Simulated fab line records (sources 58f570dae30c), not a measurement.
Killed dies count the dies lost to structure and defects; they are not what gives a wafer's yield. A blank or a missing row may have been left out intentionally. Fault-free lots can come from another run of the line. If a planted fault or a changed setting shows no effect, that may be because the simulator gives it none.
Lot-split experiment :: flow berkeleyCmos170 :: 23 wafers read from 5 lots, route of 331 steps

## ABOUT THE SPLIT
At UCB170_PWELL_COAT_08 (resist thk 900 nm), the setting resistThkNm was moved away from the recipe's 900 nm on 7 of the 23 wafers read, by -4.5% to +2.4%. For the rest of the wafers, this setting stayed at what the recipe calls for.

No step appears in the file between the split and the reading.

## THE READING
KrF_of_PWELL_COAT_08.thkNm (the simulator's own value, which no gauge read), in nm, at UCB170_PWELL_ETCH_14 (etches Si3N4 in CH3F/Ar/O2, stops on SiO2, target depth 242 nm, time 151 s). The file does not state a usual value for it. Here, 16 wafers ran the recipe; their average is 724.4 nm with a standard deviation of 3.4 nm.

wafer: L076.1
tool, chamber at the split: lithoTrack-01, 0
resistThkNm as run, nm: 900
against the recipe: recipe
KrF_of_PWELL_COAT_08.thkNm, nm: 725.9
against lot-mates on the recipe: -

wafer: L076.2
tool, chamber at the split: lithoTrack-01, 0
resistThkNm as run, nm: 900
against the recipe: recipe
KrF_of_PWELL_COAT_08.thkNm, nm: 727.1
against lot-mates on the recipe: -

wafer: L076.4
tool, chamber at the split: lithoTrack-01, 0
resistThkNm as run, nm: 900
against the recipe: recipe
KrF_of_PWELL_COAT_08.thkNm, nm: 730
against lot-mates on the recipe: -

wafer: L076.5
tool, chamber at the split: lithoTrack-01, 0
resistThkNm as run, nm: 900
against the recipe: recipe
KrF_of_PWELL_COAT_08.thkNm, nm: 725.5
against lot-mates on the recipe: -

wafer: L076.6
tool, chamber at the split: lithoTrack-01, 0
resistThkNm as run, nm: 900
against the recipe: recipe
KrF_of_PWELL_COAT_08.thkNm, nm: 724.8
against lot-mates on the recipe: -

wafer: L078.1
tool, chamber at the split: lithoTrack-02, 0
resistThkNm as run, nm: 900
against the recipe: recipe
KrF_of_PWELL_COAT_08.thkNm, nm: 720
against lot-mates on the recipe: -

wafer: L078.3
tool, chamber at the split: lithoTrack-02, 0
resistThkNm as run, nm: 900
against the recipe: recipe
KrF_of_PWELL_COAT_08.thkNm, nm: 725.9
against lot-mates on the recipe: -

wafer: L078.4
tool, chamber at the split: lithoTrack-02, 0
resistThkNm as run, nm: 859.2
against the recipe: -4.5%
KrF_of_PWELL_COAT_08.thkNm, nm: 679.2
against lot-mates on the recipe: -44.0

wafer: L078.5
tool, chamber at the split: lithoTrack-02, 0
resistThkNm as run, nm: 900
against the recipe: recipe
KrF_of_PWELL_COAT_08.thkNm, nm: 723.8
against lot-mates on the recipe: -

wafer: L078.6
tool, chamber at the split: lithoTrack-02, 0
resistThkNm as run, nm: 859.2
against the recipe: -4.5%
KrF_of_PWELL_COAT_08.thkNm, nm: 680.7
against lot-mates on the recipe: -42.5

wafer: L083.1
tool, chamber at the split: lithoTrack-04, 0
resistThkNm as run, nm: 921.8
against the recipe: +2.4%
KrF_of_PWELL_COAT_08.thkNm, nm: 748.3
against lot-mates on the recipe: +19.4

wafer: L083.2
tool, chamber at the split: lithoTrack-04, 0
resistThkNm as run, nm: 921.8
against the recipe: +2.4%
KrF_of_PWELL_COAT_08.thkNm, nm: 746.9
against lot-mates on the recipe: +18.0

wafer: L083.3
tool, chamber at the split: lithoTrack-04, 0
resistThkNm as run, nm: 900
against the recipe: recipe
KrF_of_PWELL_COAT_08.thkNm, nm: 731.5
against lot-mates on the recipe: -

wafer: L083.5
tool, chamber at the split: lithoTrack-04, 0
resistThkNm as run, nm: 900
against the recipe: recipe
KrF_of_PWELL_COAT_08.thkNm, nm: 726.2
against lot-mates on the recipe: -

wafer: L083.6
tool, chamber at the split: lithoTrack-04, 0
resistThkNm as run, nm: 921.8
against the recipe: +2.4%
KrF_of_PWELL_COAT_08.thkNm, nm: 747.2
against lot-mates on the recipe: +18.4

wafer: L082.1
tool, chamber at the split: lithoTrack-02, 0
resistThkNm as run, nm: 900
against the recipe: recipe
KrF_of_PWELL_COAT_08.thkNm, nm: 723.2
against lot-mates on the recipe: -

wafer: L082.2
tool, chamber at the split: lithoTrack-02, 0
resistThkNm as run, nm: 869
against the recipe: -3.4%
KrF_of_PWELL_COAT_08.thkNm, nm: 693.1
against lot-mates on the recipe: -28.5

wafer: L082.3
tool, chamber at the split: lithoTrack-02, 0
resistThkNm as run, nm: 900
against the recipe: recipe
KrF_of_PWELL_COAT_08.thkNm, nm: 719.4
against lot-mates on the recipe: -

wafer: L082.4
tool, chamber at the split: lithoTrack-02, 0
resistThkNm as run, nm: 900
against the recipe: recipe
KrF_of_PWELL_COAT_08.thkNm, nm: 722.1
against lot-mates on the recipe: -

wafer: L082.5
tool, chamber at the split: lithoTrack-02, 0
resistThkNm as run, nm: 869
against the recipe: -3.4%
KrF_of_PWELL_COAT_08.thkNm, nm: 694
against lot-mates on the recipe: -27.6

wafer: L084.1
tool, chamber at the split: lithoTrack-04, 0
resistThkNm as run, nm: 900
against the recipe: recipe
KrF_of_PWELL_COAT_08.thkNm, nm: 719.8
against lot-mates on the recipe: -

wafer: L084.3
tool, chamber at the split: lithoTrack-04, 0
resistThkNm as run, nm: 900
against the recipe: recipe
KrF_of_PWELL_COAT_08.thkNm, nm: 722.5
against lot-mates on the recipe: -

wafer: L084.6
tool, chamber at the split: lithoTrack-04, 0
resistThkNm as run, nm: 900
against the recipe: recipe
KrF_of_PWELL_COAT_08.thkNm, nm: 721.9
against lot-mates on the recipe: -

FIT RESULTS
A straight line over all 23 wafers: KrF_of_PWELL_COAT_08.thkNm changes by +9.5 nm for each +1% of resistThkNm; r = +0.99; the points scatter about the line by 3 nm.
The same after taking each lot's own level away (the mean of its wafers on the recipe; 23 wafers): +8.69 nm for each +1%; r = +0.99; scatter 2.3 nm.
On that fit, the largest move of resistThkNm shifts the reading by 39 nm.
Across the lots, their own levels run from 721.40 to 728.85 nm, a range of 2.2 times the standard deviation given above.
So the lot-to-lot level changes the slope little: the two slopes agree.
Check: -38.4 nm against its lot-mates is what the line predicts for one of the wafers moved furthest among these (-4.5%) when that wafer is left out of the fit. Against them it came out at -44 nm.

## THE OTHER SPLITS THESE WAFERS WENT THROUGH
Before the reading, these wafers also passed through other splits. Each is held against what the fit with the lots' levels taken away leaves over:
other split on the same wafers: UCB170_START_OXIDATION_02 oxTimeS
wafers away from the commonest value: 10
r with KrF_of_PWELL_COAT_08.thkNm (lot level and that fit taken away): +0.01

other split on the same wafers: UCB170_NWELL_OXIDATION_01 tempC
wafers away from the commonest value: 18
r with KrF_of_PWELL_COAT_08.thkNm (lot level and that fit taken away): -0.26

## THE WHOLE CHAIN: every reading that the file lists as answering this split, in the file's order
step: UCB170_PWELL_COAT_08
what it does: resist thk 900 nm
reading: KrF_of_PWELL_COAT_08.thkNm (the simulator's own value, which no gauge read)
change (the file's fit): +8.96 nm for each +1% of the setting
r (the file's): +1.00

step: UCB170_PWELL_ETCH_14
what it does: etches Si3N4 in CH3F/Ar/O2, stops on SiO2, target depth 242 nm, time 151 s
reading: KrF_of_PWELL_COAT_08.thkNm (the simulator's own value, which no gauge read)
change (the file's fit): +8.83 nm for each +1% of the setting
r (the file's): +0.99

step: UCB170_PWELL_STRIP_16
what it does: strips in O2
reading: stripTimeToEndpointS
change (the file's fit): withheld for each +1% of the setting
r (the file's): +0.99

## FILE'S OWN FIT
KrF_of_PWELL_COAT_08.thkNm changes by +8.83 nm for each +1% of resistThkNm, r = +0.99.
